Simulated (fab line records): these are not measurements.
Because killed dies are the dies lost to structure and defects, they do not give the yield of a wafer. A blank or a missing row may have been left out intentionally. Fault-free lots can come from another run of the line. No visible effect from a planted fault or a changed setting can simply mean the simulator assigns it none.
A struck lot beside a sound one	flow ritCmos	16 steps out of a route of 202
Sound: wafers L917.1, L917.3, L917.5. The struck wafers were L926.3, L926.4, L926.5. At the end, the cause is stated.
Each step with rows lists, per side, the tool, then ch with its chambers, then its first start. Under that, the readings that differ: sound wafers	struck wafers	difference of the means	sigmas: that difference in standard deviations of wafers without a fault.
alike: words and numbers the same on both sides, and readings whose means are apart by under 2 such deviations; not compared: readings that were withheld, readings missing a value for some wafer, numbers with overlapping values and no deviation given by the record, and bounds like >300 which may hide the same value.
The two part at a step that has a row with sigmas, a row that says differs or no value, or rows on one side only. Numbers that don't overlap but have no deviation are shown without sigmas and don't part them. A reading that every wafer of one side lacks parts them only if that side has two wafers or more.

RIT_SILICIDE_RTA_06: time 10 s, ramp up 5 s, ramp down 10 s.
  sound on rtpAnneal-01 ch 0, day 3 10:02; struck on rtpAnneal-02 ch 0, day 5 04:48
  alike: wafer_temp_C_max
RIT_CONTACT_CVD_00: deposits SiO2 from TEOS, target thk 400 nm, time 61 s.
  sound on pecvd-02 ch 0,2, day 3 10:06; struck on pecvd-02 ch 0,1, day 5 04:50
  alike: heaterPowerW
RIT_CONTACT_THK_MEAS_01:
  sound on filmMetro-04, day 3 10:09; struck on filmMetro-01, day 5 04:55
  alike: CONTACT_TEOS_THK
then, 6 steps without rows for these wafers: RIT_CONTACT_HMDS_02 (prime time 60 s); RIT_CONTACT_COAT_03 (resist thk 1000 nm); RIT_CONTACT_SOFTBAKE_04 (time 60 s); RIT_CONTACT_EXPOSE_05 (exposes mask M11, target cd 1000 nm); RIT_CONTACT_PEB_06; RIT_CONTACT_DEVELOP_07 (develop time 120 s).
RIT_CONTACT_CD_MEAS_08 targets a cd of 1000 nm.
  sound on cdSem-01, day 3 11:10; struck on cdSem-01, day 5 06:00
  alike: cdNm
RIT_CONTACT_OVL_MEAS_09:
  sound on overlay-01, day 3 11:17; struck on overlay-02, day 5 06:06
  alike: CONTACT_OVL
then, 1 step without rows for these wafers: RIT_CONTACT_HARDBAKE_10 (time 60 s).
RIT_CONTACT_ETCH_11: etches SiO2 in CHF3/CF4/Ar, stops on TiSi2, target depth 480 nm, time 320 s.
  sound on rieDiel-02 ch 0,1,3, day 3 11:33; struck on rieDiel-02 ch 0,1,2, day 5 06:16
  no value came back on the struck wafers for any of 6 readings (CHF3_flow_sccm (sccm), O2_flow_sccm (sccm) and others); on the sound wafers CHF3_flow_sccm (sccm) reads 49.84 49.83 49.98
reading	sound	struck	difference	sigmas
model.NOVOLAK_of_CONTACT_COAT_03.thkNm (nm)	770.7 768 770.6	883.8 885.6 881.5	+113.9	
  not compared: rfHoursCounterH
RIT_CONTACT_STRIP_12: strips in O2, time 187.2 s.
  sound on plasmaAsher-02 ch 0, day 3 11:44; struck on plasmaAsher-01 ch 0,1, day 5 06:31
  alike: drypumpMotorCurrentA
  not compared: rfHoursCounterH
RIT_CONTACT_CD_MEAS_90 targets a cd of 1000 nm.
  sound on cdSem-02, day 3 11:55; struck on cdSem-02, day 5 06:41
reading	sound	struck	difference	sigmas
cdNm (nm)	997.4 996.5 996.0	- - -	no value on the struck wafers	
then, 1 step without rows for these wafers: RIT_CONTACT_CLEAN_13 (cleans in SC1, time 600 s).

## WHERE THEY PART
At RIT_CONTACT_ETCH_11 first; at RIT_CONTACT_CD_MEAS_90 last (within this record only).

WHY: whatever the simulator had introduced
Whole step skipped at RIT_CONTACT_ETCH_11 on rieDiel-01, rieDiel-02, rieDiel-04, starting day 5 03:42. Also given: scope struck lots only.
